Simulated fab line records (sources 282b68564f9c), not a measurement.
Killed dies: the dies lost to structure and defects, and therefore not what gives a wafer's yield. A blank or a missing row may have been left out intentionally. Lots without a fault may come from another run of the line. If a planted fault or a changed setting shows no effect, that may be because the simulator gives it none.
Which tool was responsible? + flow rit_cmos + 7 lots, 21 wafers sampled, at 3 steps of a route of 202

== WHAT THE GAUGES SHOWED, per wafer ==
RIT_PSD_TW_MEAS_10.
| lot  | measured    | on            | PSD_TW         |
|------|-------------|---------------|----------------|
| L472 | day 3 11:13 | film_metro-02 | 3445 3474 3456 |
| L474 | day 3 17:11 | film_metro-04 | 3498 3526 3497 |
| L476 | day 4 07:34 | film_metro-03 | 3451 3486 3453 |
| L483 | day 5 20:02 | film_metro-03 | 3389 3414 3391 |
| L485 | day 6 00:22 | film_metro-02 | 3518 3479 3492 |
| L488 | day 6 20:20 | film_metro-03 | 3479 3478 3453 |
| L490 | day 7 00:58 | film_metro-04 | 3471 3494 3478 |

== WHAT TOOL EACH LOT RAN ON (gives the tool, then ch and the chambers of the sampled wafers, and finally the start) ==
| lot  | RIT_PLDD_STRIP_09                   | RIT_PSD_IMPLANT_08             |
|------|-------------------------------------|--------------------------------|
| L472 | plasma_asher-04 ch 0,1, day 3 05:35 | implanter-03 ch 0, day 3 10:53 |
| L474 | plasma_asher-04 ch 0, day 3 11:19   | implanter-02 ch 0, day 3 16:52 |
| L476 | plasma_asher-04 ch 0,1, day 4 01:54 | implanter-04 ch 0, day 4 07:15 |
| L483 | plasma_asher-01 ch 0,1, day 5 14:22 | implanter-04 ch 0, day 5 19:43 |
| L485 | plasma_asher-01 ch 0,1, day 5 17:46 | implanter-02 ch 0, day 6 00:02 |
| L488 | plasma_asher-02 ch 0,1, day 6 14:41 | implanter-02 ch 0, day 6 20:02 |
| L490 | plasma_asher-01 ch 0,1, day 6 19:03 | implanter-02 ch 0, day 7 00:41 |
- RIT_PLDD_STRIP_09: strips in O2, time 180 s.
- RIT_PSD_IMPLANT_08

== THE ANSWER, worked out from the rows above alone ==
Rule: what is usual is taken from the lots themselves. Put in order of their means at a reading, lots are off if they are a third of the lots or fewer, leave a main group of 4 or more, and stand apart from it by a gap of 3 or more times the standard deviation of the main group's means; of several such gaps the widest counts. A main group whose means are all the same, to the digits that the tables above print for the reading, isn't used. A lot without any number at a reading at which 4 lots or more have one is off too. All remaining lots with rows at the step are treated as sound.
Off: L483, at RIT_PSD_TW_MEAS_10 (PSD_TW). Mean 3479 and standard deviation 18 in the main group.
A tool fits if, at a process step before that reading, it ran every lot that is off, and no sound lot after the first of them. Those tools and the gauges at RIT_PSD_TW_MEAS_10 are tried in the same way. One fits: RIT_PSD_IMPLANT_08 on implanter-04. Its last sound lot is L476 (day 4 07:15), its first lot that is off L483 (day 5 19:43): a fault that began between those two fits.

== WHAT THE SIMULATOR PUT IN ==
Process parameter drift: implanter-04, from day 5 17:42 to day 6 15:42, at RIT_PSD_IMPLANT_08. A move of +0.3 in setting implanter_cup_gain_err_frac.
Shown lots that were struck: L483. This agrees with what the rule above found.
